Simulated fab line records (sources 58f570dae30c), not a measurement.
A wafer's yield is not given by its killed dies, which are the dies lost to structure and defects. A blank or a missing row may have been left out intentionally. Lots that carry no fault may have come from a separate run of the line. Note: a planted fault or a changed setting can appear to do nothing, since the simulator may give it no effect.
What tool caused it? | flow berkeley cmos170 | 13 lots with 39 wafers sampled at 6 steps, on a route of 331 steps

WHAT EACH GAUGE READ, for each wafer
UCB170_ACTIVE_CD_MEAS_90: the cd target is 1200 nm. Usual: cd nm reads 1200.2 nm (standard deviation 1.2).
lot  | measured    | on        | cd nm (nm)           | flag
L299 | day 4 11:26 | cd sem-01 | 1200.1 1200.6 1200.1 |
L300 | day 4 11:20 | cd sem-02 | 1200.2 1200.5 1198.8 |
L301 | day 5 03:04 | cd sem-02 | 1198.8 1198.6 1199.1 |
L303 | day 5 05:59 | cd sem-02 | 1200.4 1200.3 1200.4 |
L304 | day 5 15:46 | cd sem-01 | 1201.1 1201.0 1200.8 |
L306 | day 5 20:41 | cd sem-02 | 1200.3 1201.3 1200.1 |
L309 | day 6 16:23 | cd sem-01 | 1200.3 1201.4 1200.1 |
L310 | day 6 16:40 | cd sem-02 | 1199.8 1200.9 1199.9 |
L311 | day 7 01:20 | cd sem-02 | 1198.4 1199.8 1198.6 |
L318 | day 8 17:42 | cd sem-01 | 1203.6 1201.4 1202.0 |
L321 | day 8 18:26 | cd sem-01 | 1200.4 1199.6 1199.1 |
L319 | day 8 18:40 | cd sem-01 | 1200.5 1200.3 1202.4 |
L320 | day 8 17:55 | cd sem-01 | 1201.7 1199.8 1200.5 |

UCB170_GATE_CD_MEAS_90: the cd target is 350 nm. Usual: cd nm reads 349.6 nm (standard deviation 1.4).
lot  | measured     | on        | cd nm (nm)        | flag
L299 | day 6 04:02  | cd sem-02 | 348.9 348.0 348.8 |
L300 | day 6 04:08  | cd sem-02 | 349.9 349.7 349.1 |
L301 | day 7 06:00  | cd sem-02 | 350.8 349.3 350.4 |
L303 | day 7 06:07  | cd sem-02 | 352.9 350.8 351.9 |
L304 | day 7 06:23  | cd sem-01 | 351.9 351.5 352.7 |
L306 | day 8 02:49  | cd sem-01 | 350.8 350.7 351.3 |
L309 | day 8 19:47  | cd sem-02 | 349.2 350.1 349.7 |
L310 | day 8 19:44  | cd sem-01 | 347.7 348.3 348.1 |
L311 | day 9 01:36  | cd sem-02 | 351.4 349.6 349.5 |
L318 | day 10 08:09 | cd sem-02 | 347.4 347.4 348.9 |
L321 | day 10 11:26 | cd sem-01 | 349.8 349.5 348.8 |
L319 | day 10 10:43 | cd sem-02 | 350.2 351.2 349.8 |
L320 | day 10 08:15 | cd sem-02 | 348.7 349.8 349.1 |

UCB170_NLDD_CD_MEAS_06: the cd target is 1200 nm. Usual: cd nm reads 1200.0 nm (standard deviation 1.2).
lot  | measured     | on        | cd nm (nm)           | flag
L299 | day 6 07:15  | cd sem-01 | 1201.8 1199.9 1201.4 |
L300 | day 6 07:48  | cd sem-02 | 1200.1 1200.0 1200.1 |
L301 | day 7 09:09  | cd sem-02 | 1198.5 1199.4 1198.5 |
L303 | day 7 09:24  | cd sem-01 | 1198.7 1198.5 1199.0 |
L304 | day 7 09:53  | cd sem-01 | 1200.9 1199.8 1200.1 |
L306 | day 8 05:52  | cd sem-02 | 1198.2 1200.4 1198.0 |
L309 | day 9 01:05  | cd sem-02 | 1199.8 1198.7 1199.6 |
L310 | day 9 00:59  | cd sem-01 | - - -                | OFF
L311 | day 9 05:41  | cd sem-01 | 1200.1 1200.6 1201.8 |
L318 | day 10 15:31 | cd sem-01 | 1199.1 1200.6 1199.2 |
L321 | day 10 15:49 | cd sem-02 | 1198.5 1199.0 1196.7 |
L319 | day 10 15:43 | cd sem-02 | 1199.8 1200.1 1200.6 |
L320 | day 10 15:13 | cd sem-01 | 1200.0 1199.7 1199.0 |

UCB170_NLDD_TW_MEAS_11. Usual: NLDD_TW gives 2208 (standard deviation 11).
lot  | measured     | on            | NLDD_TW        | flag
L299 | day 6 07:47  | film metro-01 | 2207 2208 2217 |
L300 | day 6 08:20  | film metro-03 | 2196 2196 2196 |
L301 | day 7 09:43  | film metro-01 | 2202 2196 2191 |
L303 | day 7 09:57  | film metro-03 | 2215 2208 2206 |
L304 | day 7 10:26  | film metro-03 | 2210 2202 2209 |
L306 | day 8 06:25  | film metro-02 | 2214 2197 2197 |
L309 | day 9 01:37  | film metro-02 | 2203 2210 2206 |
L310 | day 9 01:34  | film metro-03 | 30 30 30       | OFF
L311 | day 9 06:14  | film metro-03 | 2199 2191 2192 |
L318 | day 10 16:04 | film metro-01 | 2214 2213 2203 |
L321 | day 10 16:23 | film metro-03 | 2203 2204 2200 |
L319 | day 10 16:16 | film metro-02 | 2214 2224 2222 |
L320 | day 10 15:46 | film metro-02 | 2222 2222 2214 |

TOOL THAT RAN EACH LOT (tool first, then ch and the chambers of the sampled wafers, then the start)
lot  | UCB170_NWELL_ETCH_13              | UCB170_NLDD_EXPOSE_03
L299 | rie diel-03 ch 0,2,3, day 2 12:39 | krf scanner-02 ch 0, day 6 06:51
L300 | rie diel-02 ch 1,2,3, day 2 12:56 | krf scanner-01 ch 0, day 6 07:24
L301 | rie diel-03 ch 0,2,3, day 3 01:12 | krf scanner-02 ch 0, day 7 08:44
L303 | rie diel-04 ch 0,1,2, day 3 06:34 | krf scanner-01 ch 0, day 7 09:00
L304 | rie diel-02 ch 0,2,3, day 3 21:06 | krf scanner-01 ch 0, day 7 09:29
L306 | rie diel-04 ch 2,3, day 4 02:43   | krf scanner-02 ch 0, day 8 05:28
L309 | rie diel-04 ch 0,1,2, day 4 14:44 | krf scanner-01 ch 0, day 9 00:08
L310 | rie diel-02 ch 1,3, day 4 19:40   | krf scanner-02 ch 0, day 8 23:49
L311 | rie diel-02 ch 1,3, day 5 03:59   | krf scanner-02 ch 0, day 9 05:15
L318 | rie diel-02 ch 1,2, day 6 18:14   | krf scanner-02 ch 0, day 10 14:47
L321 | rie diel-04 ch 1,3, day 6 21:13   | krf scanner-02 ch 0, day 10 15:23
L319 | rie diel-03 ch 1,2, day 6 21:20   | krf scanner-02 ch 0, day 10 14:54
L320 | rie diel-02 ch 1,2, day 6 21:35   | krf scanner-02 ch 0, day 10 14:17
- UCB170_NWELL_ETCH_13: etches Si3N4 in CH3F/Ar/O2, stops on SiO2, target depth 246.4 nm, time 154 s.
- UCB170_NLDD_EXPOSE_03: exposes mask NSELECT, target cd 1200 nm.

WHAT THE TOOLS THEMSELVES READ (means of the sampled wafers that have a number; where no wafer has one, the mark that the record gives instead)
UCB170_NWELL_ETCH_13. Usual: drypump motor current A 5.9 A, standard deviation 0.48; oes product au 0.935 a.u., standard deviation 0.015; throttle valve pct 8.04 %, standard deviation 0.14.
lot  | tool        | drypump motor current A (A) | oes product au (a.u.) | throttle valve pct (%) | flag
L299 | rie diel-03 | 5.8                         | 0.942                 | 8.08                   |
L300 | rie diel-02 | 6.2                         | 0.943                 | 7.96                   |
L301 | rie diel-03 | 5.8                         | 0.943                 | 8.09                   |
L303 | rie diel-04 | 5.6                         | 0.931                 | 8.05                   |
L304 | rie diel-02 | 6.1                         | 0.938                 | 8.07                   |
L306 | rie diel-04 | 6.1                         | 0.952                 | 7.97                   |
L309 | rie diel-04 | 5.6                         | 0.938                 | 8.04                   |
L310 | rie diel-02 | 6.1                         | 0.942                 | 8.07                   |
L311 | rie diel-02 | 5.8                         | 0.928                 | 7.93                   |
L318 | rie diel-02 | 6.2                         | 0.927                 | 7.83                   |
L321 | rie diel-04 | 6.1                         | 0.940                 | 8.03                   |
L319 | rie diel-03 | 5.3                         | 0.920                 | 8.12                   |
L320 | rie diel-02 | 6.2                         | 0.927                 | 7.82                   |

UCB170_NLDD_EXPOSE_03. Usual: focus offset nm reads 0.0 nm (standard deviation 0.49).
lot  | tool           | focus offset nm (nm) | flag
L299 | krf scanner-02 | 0.1                  |
L300 | krf scanner-01 | 0.3                  |
L301 | krf scanner-02 | 0.1                  |
L303 | krf scanner-01 | 0.2                  |
L304 | krf scanner-01 | -1.1                 |
L306 | krf scanner-02 | 0.1                  |
L309 | krf scanner-01 | -0.7                 |
L310 | krf scanner-02 | -0.0                 |
L311 | krf scanner-02 | 0.1                  |
L318 | krf scanner-02 | 0.1                  |
L321 | krf scanner-02 | 0.1                  |
L319 | krf scanner-02 | 0.6                  |
L320 | krf scanner-02 | 0.2                  |

THE ANSWER, worked out from the rows above alone
Rule: a lot counts as off when the mean over its wafers that have a number is more than 3 standard deviations away from the usual mean. A lot without any number at a reading at which 4 lots or more have one is off too. Where the step has rows for the other lots, those lots are counted as sound. Order of review: gauges by route order, followed by the tools' own readings, for which a lot's mean as printed above is used. At the first step where some lot is off, the reading lying furthest off is the one used; lots without a number count as furthest.
Off: L310, at UCB170_NLDD_CD_MEAS_06 (cd nm). Without a number there: L310.
If a tool, at a process step before that reading, ran all the lots that are off and no sound lot after the first of them, it fits. The gauges at UCB170_NLDD_CD_MEAS_06 aren't tried: what is off there is off at UCB170_NLDD_TW_MEAS_11 too, on other tools, and a gauge's error can't cause that. None of those tried fits.

WHAT WAS PUT IN BY THE SIMULATOR
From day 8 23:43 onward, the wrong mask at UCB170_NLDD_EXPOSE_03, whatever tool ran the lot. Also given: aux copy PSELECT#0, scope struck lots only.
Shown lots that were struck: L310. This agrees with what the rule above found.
